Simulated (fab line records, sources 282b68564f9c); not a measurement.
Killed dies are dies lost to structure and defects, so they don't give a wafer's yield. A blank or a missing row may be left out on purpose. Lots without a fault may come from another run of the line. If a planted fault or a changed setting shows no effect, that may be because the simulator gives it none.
Problem report in the 8D (eight disciplines) form, filled by code -- flow rit_cmos -- the parts of the form that need people (team, actions taken, sign-off) are left out

## 1. THE ISSUE
heater_power_total_W at RIT_NLDD_SOFTBAKE_02 reads a mean of 32.49 W on 6 wafers of 2 lots; wafers without a fault read 34.56 W with a standard deviation of 0.052. Measured from the usual mean, that is -40 standard deviations.
The step: time 60 s.
The first sign was on wafer L976.1 at day 4 21:35, on litho_track-03. The record has a number at this step for 18 wafers belonging to 6 lots. Rule for "out" (also "out of limits"): further than 4 standard deviations from the usual mean. Any other wafer with a number is counted as sound.

## 2. WHAT IT IS AND WHAT IT IS NOT
question,is,is not
which readings at this step,"heater_power_total_W, plate_temp_C",chill_plate_temp_C
which lots,"L976, L982","L974, L975, L978, L986"
which wafers of those lots,all that have a number,-
read on which tools,litho_track-03,"litho_track-01, litho_track-04"
when,from day 4 21:35,"up to then (6 sound wafers); but 6 sound wafers of L978, L986 came after"

## 3. WHAT RULES OUT EACH SUSPECT
Counting: a tool at a process step up to the reading stays a suspect if it ran every lot that is out and no sound lot after the first of them.
- rie_si-02 at RIT_GATE_ETCH_19 (etches poly-Si in SF6/CHF3/O2, stops on SiO2, time 165 s, target depth 312.5 nm): ruled out as a lasting fault. Following L976 (day 4 17:19), the first lot on it that is out, the sound lots L978, L986 were run on it.
- litho_track-03 at RIT_NLDD_SOFTBAKE_02 (time 60 s): kept. Every lot that is out went through it, starting with L976 (day 4 21:35), and after that it ran no sound lot; the last sound lot it ran before then is L975 (day 4 17:45). Its own readings are out on those wafers: heater_power_total_W, plate_temp_C.
Left after counting: litho_track-03 at RIT_NLDD_SOFTBAKE_02.

## 4. THE CAUSE (what the simulator had put in)
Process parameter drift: litho_track-03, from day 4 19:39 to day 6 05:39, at RIT_NLDD_SOFTBAKE_02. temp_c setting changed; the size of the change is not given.
After counting, this tool was the only one left.

## 5. THE CHAIN OF EFFECTS, in route order
Each row: a reading where the mean over the struck wafers with a number is more than 3 standard deviations away from the usual. Scope: only readings with a usual standard deviation given in the record; hours: median across lots of the time from each lot's start at the first step in this table that gives one to its start at this step; sigmas: change in usual standard deviations.
hours,step,reading,usual,on struck wafers,change,sigmas
0,RIT_NLDD_SOFTBAKE_02,heater_power_total_W,34.56 W,32.49,-2.07,-40
0,RIT_NLDD_SOFTBAKE_02,plate_temp_C,90.05 C,86.06,-3.99,-31
The process steps in it:
- RIT_NLDD_SOFTBAKE_02: time 60 s.
Later measuring or inspecting steps at which every struck wafer that the step has a row for has a number for every such reading, and none has moved that far: RIT_NLDD_OVL_MEAS_06.

## 6. HOW IT WOULD HAVE BEEN CAUGHT EARLIER
2 hours passed between the start of the fault at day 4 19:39 and the first reading out of limits in this record, taken at day 4 21:35.
